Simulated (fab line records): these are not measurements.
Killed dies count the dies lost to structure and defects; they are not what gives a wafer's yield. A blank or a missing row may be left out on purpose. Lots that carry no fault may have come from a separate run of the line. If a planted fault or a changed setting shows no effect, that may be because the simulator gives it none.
Comparing a struck lot with a sound one ; flow rit-cmos ; 15 out of 202 route steps
Sound: these wafers, L873.1, L873.2, L873.6. Wafers struck: L870.1, L870.2, L870.4. Last of all comes the cause.
Order at every step that has rows: each side's tool, ch and its chambers, its first start. Under that, the readings that differ: sound wafers ; struck wafers ; difference of the means ; sigmas: that difference in standard deviations of wafers without a fault.
alike: a reading whose means differ by less than 2 such deviations, as well as words and numbers matching on both sides. not compared: withheld readings; readings where some wafer has no value; bounds like >300 that might hide an equal value; numbers whose values overlap and for which the record gives no deviation.
A row with sigmas, a row that says differs or no value, or rows on one side alone: a step with any of these is where the two part. Numbers that don't overlap but have no deviation are shown without sigmas and don't part them. A reading missing from all wafers of one side parts the sides only when that side holds two or more wafers.

first, 1 step without rows for these wafers: RIT_NSD_IMPLANT_08.
RIT_NSD_STRIP_09: strips in O2, time 180 s.
  sound on plasma-asher-04 ch 0,1, day 6 07:26; struck on plasma-asher-04 ch 0,1, day 5 09:02
  alike: chamber-pressure-mTorr, drypump-motor-current-A
  not compared: rf-hours-counter-h
RIT_NSD_TW_MEAS_10:
  sound on film-metro-04, day 6 07:37; struck on film-metro-02, day 5 09:13
  alike: NSD_TW
then, 6 steps without rows for these wafers: RIT_PSD_HMDS_00 (prime time 60 s); RIT_PSD_COAT_01 (resist thk 1000 nm); RIT_PSD_SOFTBAKE_02 (time 60 s); RIT_PSD_EXPOSE_03 (exposes mask M10, target cd 40900 nm); RIT_PSD_PEB_04; RIT_PSD_DEVELOP_05 (develop time 50 s).
RIT_PSD_OVL_MEAS_06:
  sound on overlay-02, day 6 08:31; struck on overlay-02, day 5 10:15
  alike: PSD_OVL
then, 2 steps without rows for these wafers: RIT_PSD_HARDBAKE_07 (time 60 s); RIT_PSD_IMPLANT_08.
RIT_PSD_STRIP_09: strips in O2, time 180 s.
  sound on plasma-asher-03 ch 0,1, day 6 08:51; struck on plasma-asher-03 ch 0,1, day 5 10:35
  no value came back on the struck wafers for chamber-pressure-mTorr (mTorr), drypump-motor-current-A (A); on the sound wafers chamber-pressure-mTorr (mTorr) reads 3993 3997 4000
reading;sound;struck;difference;sigmas
model.NOVOLAK_of_PSD_COAT_01.thk-nm (nm);0 0 0;887.4 886.7 886.3;+886.8;
  not compared: rf-hours-counter-h
RIT_PSD_TW_MEAS_10:
  sound on film-metro-01, day 6 09:02; struck on film-metro-02, day 5 10:46
reading;sound;struck;difference;sigmas
PSD_TW;3466 3466 3464;3385 3385 3389;-79;-2
RIT_M1_PROBE_99:
  sound on prober-01, day 6 17:40; struck on prober-02, day 5 18:56
reading;sound;struck;difference;sigmas
killed_at_M0_to_M3;0 0 0;0 0 1;+0;+2
killed-at-front-end;4 5 7;264 264 263;+258;+83
killed-dies;4 5 7;264 264 264;+259;+83
killed-on-rim;2 2 4;70 70 70;+67;+52
  alike: killed-at-contacts, killed-open, killed-short

## WHERE THEY PART
First at RIT_PSD_STRIP_09; last, within this record, at RIT_M1_PROBE_99.

WHY: what the simulator had put in
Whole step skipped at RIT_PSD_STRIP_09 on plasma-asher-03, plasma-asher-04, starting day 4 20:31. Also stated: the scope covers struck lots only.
